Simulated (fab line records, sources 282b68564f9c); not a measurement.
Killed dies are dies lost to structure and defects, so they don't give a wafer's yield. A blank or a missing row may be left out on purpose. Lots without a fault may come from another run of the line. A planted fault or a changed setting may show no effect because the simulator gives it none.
Split-lot experiment | flow rit_cmos | 5 lots, 23 wafers read, on a route of 202 steps

THE SPLIT
At RIT_PWELL_SOFTBAKE_02 (time 60 s), the setting temp_c was moved away from the recipe's 90 C on 10 of the 23 wafers read, by -2.8% to +2.3%. The other wafers ran this setting at the recipe's value.

FROM THE SPLIT TO THE READING: what the file shows between them, 2 steps
- RIT_PWELL_EXPOSE_03: exposes mask M3, target cd 43700 nm
- RIT_PWELL_PEB_04

THE READING
NOVOLAK_of_PWELL_COAT_01.thk_nm (the simulator's own value, which no gauge read), in nm, at RIT_PWELL_DEVELOP_05 (develop time 68 s). The file gives no usual value for it. The 13 wafers here that ran the recipe average 1295 nm, standard deviation 5.2 nm.

wafer  | tool, chamber at the split | temp_c as run, C | against the recipe | NOVOLAK_of_PWELL_COAT_01.thk_nm, nm | against lot-mates on the recipe
L074.1 | litho_track-04, 0          | 87.61            | -2.7%              | 1296                                | +7
L074.2 | litho_track-04, 0          | 90               | recipe             | 1285                                | -
L074.3 | litho_track-04, 0          | 90               | recipe             | 1290                                | -
L074.4 | litho_track-04, 0          | 87.61            | -2.7%              | 1300                                | +11
L074.5 | litho_track-04, 0          | 90               | recipe             | 1291                                | -
L081.1 | litho_track-02, 0          | 88.91            | -1.2%              | 1307                                | +5
L081.2 | litho_track-02, 0          | 90               | recipe             | 1306                                | -
L081.3 | litho_track-02, 0          | 88.91            | -1.2%              | 1306                                | +4
L081.4 | litho_track-02, 0          | 90               | recipe             | 1301                                | -
L081.5 | litho_track-02, 0          | 90               | recipe             | 1298                                | -
L083.1 | litho_track-04, 0          | 87.47            | -2.8%              | 1301                                | +8
L083.2 | litho_track-04, 0          | 87.47            | -2.8%              | 1299                                | +6
L083.3 | litho_track-04, 0          | 90               | recipe             | 1293                                | -
L083.5 | litho_track-04, 0          | 87.47            | -2.8%              | 1302                                | +8
L083.6 | litho_track-04, 0          | 90               | recipe             | 1294                                | -
L084.3 | litho_track-02, 0          | 90               | recipe             | 1296                                | -
L084.5 | litho_track-02, 0          | 90               | recipe             | 1301                                | -
L084.6 | litho_track-02, 0          | 90               | recipe             | 1297                                | -
L085.1 | litho_track-02, 0          | 92.1             | +2.3%              | 1288                                | -6
L085.2 | litho_track-02, 0          | 92.1             | +2.3%              | 1288                                | -6
L085.3 | litho_track-02, 0          | 90               | recipe             | 1293                                | -
L085.4 | litho_track-02, 0          | 92.1             | +2.3%              | 1285                                | -9
L085.6 | litho_track-02, 0          | 90               | recipe             | 1295                                | -

THE FIT
A straight line over all 23 wafers: NOVOLAK_of_PWELL_COAT_01.thk_nm changes by -2.56 nm for each +1% of temp_c; r = -0.62; the points scatter about the line by 5.2 nm.
The same after taking each lot's own level away (the mean of its wafers on the recipe; 23 wafers): -2.98 nm for each +1%; r = -0.91; scatter 2.2 nm.
On that fit, the largest move of temp_c shifts the reading by 8.4 nm.
The lots' own levels span 1288.7 to 1301.7 nm, that is 2.5 times the standard deviation above.
So the lot-to-lot level blurs the effect unless lot-mates are compared.
Check: with one of the wafers moved furthest among these (-2.8%) left out of the fit, the line predicts +8.61 nm for it against its lot-mates. It came out at +7.5 nm against them.

OTHER SPLITS ON THESE WAFERS
These wafers also went through other splits before the reading. Each is held against what the fit with the lots' levels taken away leaves over:
other split on the same wafers   | wafers away from the commonest value | r with NOVOLAK_of_PWELL_COAT_01.thk_nm (lot level and that fit taken away)
RIT_ACTIVE_CVD_03 pressure_mtorr | 18                                   | -0.07
RIT_ACTIVE_COAT_06 resist_thk_nm | 10                                   | -0.04
RIT_ACTIVE_ETCH_13 time_s        | 9                                    | -0.04
RIT_FOX2_OXIDATION_00 ox_time_s  | 15                                   | -0.15

THE FILE'S OWN FIT
NOVOLAK_of_PWELL_COAT_01.thk_nm changes by -3.07 nm for each +1% of temp_c, r = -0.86.
